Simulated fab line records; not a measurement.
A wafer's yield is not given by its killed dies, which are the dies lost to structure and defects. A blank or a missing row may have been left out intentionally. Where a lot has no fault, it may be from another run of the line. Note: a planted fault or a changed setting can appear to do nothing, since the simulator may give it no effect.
Which tool is to blame? || flow rit_cmos || 13 lots with 39 wafers sampled at 2 steps, on a route of 202 steps

== WHAT THE GAUGES SHOWED, per wafer ==
The record holds no reading of a measuring or inspecting step that can be judged against a usual standard deviation.

== WHICH TOOL RAN EACH LOT (tool, then ch and the chambers of the sampled wafers, then the start) ==
{"lot": "L919", "RIT_ACTIVE_STRIP_14": "plasma_asher-03 ch 0,1, day 1 16:42", "RIT_M1_PROBE_99": "-"}
{"lot": "L920", "RIT_ACTIVE_STRIP_14": "plasma_asher-03 ch 0, day 1 20:26", "RIT_M1_PROBE_99": "-"}
{"lot": "L921", "RIT_ACTIVE_STRIP_14": "plasma_asher-01 ch 0, day 2 01:02", "RIT_M1_PROBE_99": "-"}
{"lot": "L922", "RIT_ACTIVE_STRIP_14": "plasma_asher-01 ch 0,1, day 2 06:59", "RIT_M1_PROBE_99": "-"}
{"lot": "L923", "RIT_ACTIVE_STRIP_14": "plasma_asher-01 ch 0,1, day 2 14:21", "RIT_M1_PROBE_99": "-"}
{"lot": "L924", "RIT_ACTIVE_STRIP_14": "plasma_asher-01 ch 0,1, day 2 19:19", "RIT_M1_PROBE_99": "-"}
{"lot": "L925", "RIT_ACTIVE_STRIP_14": "plasma_asher-03 ch 0,1, day 2 21:02", "RIT_M1_PROBE_99": "-"}
{"lot": "L926", "RIT_ACTIVE_STRIP_14": "plasma_asher-02 ch 0,1, day 3 03:07", "RIT_M1_PROBE_99": "prober-01, day 5 00:02"}
{"lot": "L929", "RIT_ACTIVE_STRIP_14": "plasma_asher-02 ch 0,1, day 3 16:55", "RIT_M1_PROBE_99": "-"}
{"lot": "L931", "RIT_ACTIVE_STRIP_14": "plasma_asher-02 ch 0,1, day 4 03:06", "RIT_M1_PROBE_99": "prober-02, day 6 01:29"}
{"lot": "L934", "RIT_ACTIVE_STRIP_14": "plasma_asher-02 ch 0,1, day 4 18:10", "RIT_M1_PROBE_99": "-"}
{"lot": "L938", "RIT_ACTIVE_STRIP_14": "plasma_asher-01 ch 0,1, day 5 14:01", "RIT_M1_PROBE_99": "-"}
{"lot": "L939", "RIT_ACTIVE_STRIP_14": "plasma_asher-03 ch 0,1, day 5 18:50", "RIT_M1_PROBE_99": "-"}
- RIT_ACTIVE_STRIP_14: strips in O2, time 180 s.
- RIT_M1_PROBE_99

== AS READ BY THE TOOLS THEMSELVES (means over the sampled wafers that have a number; for cases with no such wafer, the mark the record gives instead) ==
RIT_ACTIVE_STRIP_14. Usual: chamber_pressure_mTorr 4000 mTorr, standard deviation 3.7; drypump_motor_current_A 6.0 A, standard deviation 0.57.
{"lot": "L919", "tool": "plasma_asher-03", "chamber_pressure_mTorr (mTorr)": 4004, "drypump_motor_current_A (A)": 5.9, "flag": ""}
{"lot": "L920", "tool": "plasma_asher-03", "chamber_pressure_mTorr (mTorr)": 4003, "drypump_motor_current_A (A)": 6.5, "flag": ""}
{"lot": "L921", "tool": "plasma_asher-01", "chamber_pressure_mTorr (mTorr)": 4004, "drypump_motor_current_A (A)": 6.6, "flag": ""}
{"lot": "L922", "tool": "plasma_asher-01", "chamber_pressure_mTorr (mTorr)": 3999, "drypump_motor_current_A (A)": 6.1, "flag": ""}
{"lot": "L923", "tool": "plasma_asher-01", "chamber_pressure_mTorr (mTorr)": 3998, "drypump_motor_current_A (A)": 6.1, "flag": ""}
{"lot": "L924", "tool": "plasma_asher-01", "chamber_pressure_mTorr (mTorr)": 4000, "drypump_motor_current_A (A)": 6.1, "flag": ""}
{"lot": "L925", "tool": "plasma_asher-03", "chamber_pressure_mTorr (mTorr)": 4000, "drypump_motor_current_A (A)": 6.2, "flag": ""}
{"lot": "L926", "tool": "plasma_asher-02", "chamber_pressure_mTorr (mTorr)": 3998, "drypump_motor_current_A (A)": 6.3, "flag": ""}
{"lot": "L929", "tool": "plasma_asher-02", "chamber_pressure_mTorr (mTorr)": 3999, "drypump_motor_current_A (A)": 6.2, "flag": ""}
{"lot": "L931", "tool": "plasma_asher-02", "chamber_pressure_mTorr (mTorr)": 4803, "drypump_motor_current_A (A)": 6.3, "flag": "OFF"}
{"lot": "L934", "tool": "plasma_asher-02", "chamber_pressure_mTorr (mTorr)": 4799, "drypump_motor_current_A (A)": 6.2, "flag": "OFF"}
{"lot": "L938", "tool": "plasma_asher-01", "chamber_pressure_mTorr (mTorr)": 3999, "drypump_motor_current_A (A)": 5.6, "flag": ""}
{"lot": "L939", "tool": "plasma_asher-03", "chamber_pressure_mTorr (mTorr)": 4001, "drypump_motor_current_A (A)": 6.2, "flag": ""}

RIT_M1_PROBE_99. Usual: killed_at_contacts 0.1, standard deviation 0.25; killed_at_front_end 8, standard deviation 3.3; killed_dies 8, standard deviation 3.3; killed_open 3.9, standard deviation 2.1; killed_short 3.8, standard deviation 2.2.
{"lot": "L926", "tool": "prober-01", "killed_at_contacts": 0.0, "killed_at_front_end": 5, "killed_dies": 5, "killed_open": 4.0, "killed_short": 0.7, "flag": ""}
{"lot": "L931", "tool": "prober-02", "killed_at_contacts": 0.0, "killed_at_front_end": 7, "killed_dies": 7, "killed_open": 2.7, "killed_short": 4.0, "flag": ""}

== THE ANSWER, worked out from the rows above alone ==
Rule: take the mean of a lot's wafers that have a number; if it is more than 3 standard deviations from the usual mean, the lot is off. Also off: a lot with no number at a reading for which 4 or more lots have one. Any other lot the step has rows for is counted as sound. After the gauges, taken in route order, come the tools' own readings; for these a lot's mean is taken, as printed above. At the first step where some lot is off, the reading lying furthest off is the one used; lots without a number count as furthest.
Off, at RIT_ACTIVE_STRIP_14 on chamber_pressure_mTorr: L931, L934.
If a tool, at that step or one of the process steps before it, ran each lot that is off and ran no sound lot following the first of them, it fits. One fits: RIT_ACTIVE_STRIP_14 on plasma_asher-02. A fault onset in the window from L929 (day 3 16:55, its last sound lot) to L931 (day 4 03:06, its first lot off) fits.
The tool's own readings at RIT_ACTIVE_STRIP_14 bear it out: on the lots that are off they differ by more than 5 times the standard deviation of the sound lots' means. chamber_pressure_mTorr reads 4801 mTorr there against 4000 mTorr on the sound lots.

== WHAT THE SIMULATOR HAD INSERTED ==
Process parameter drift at RIT_ACTIVE_STRIP_14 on plasma_asher-02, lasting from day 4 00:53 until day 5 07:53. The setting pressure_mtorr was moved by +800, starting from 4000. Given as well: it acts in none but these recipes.
Shown lots that were struck: L931, L934. The rule above reached the same finding.
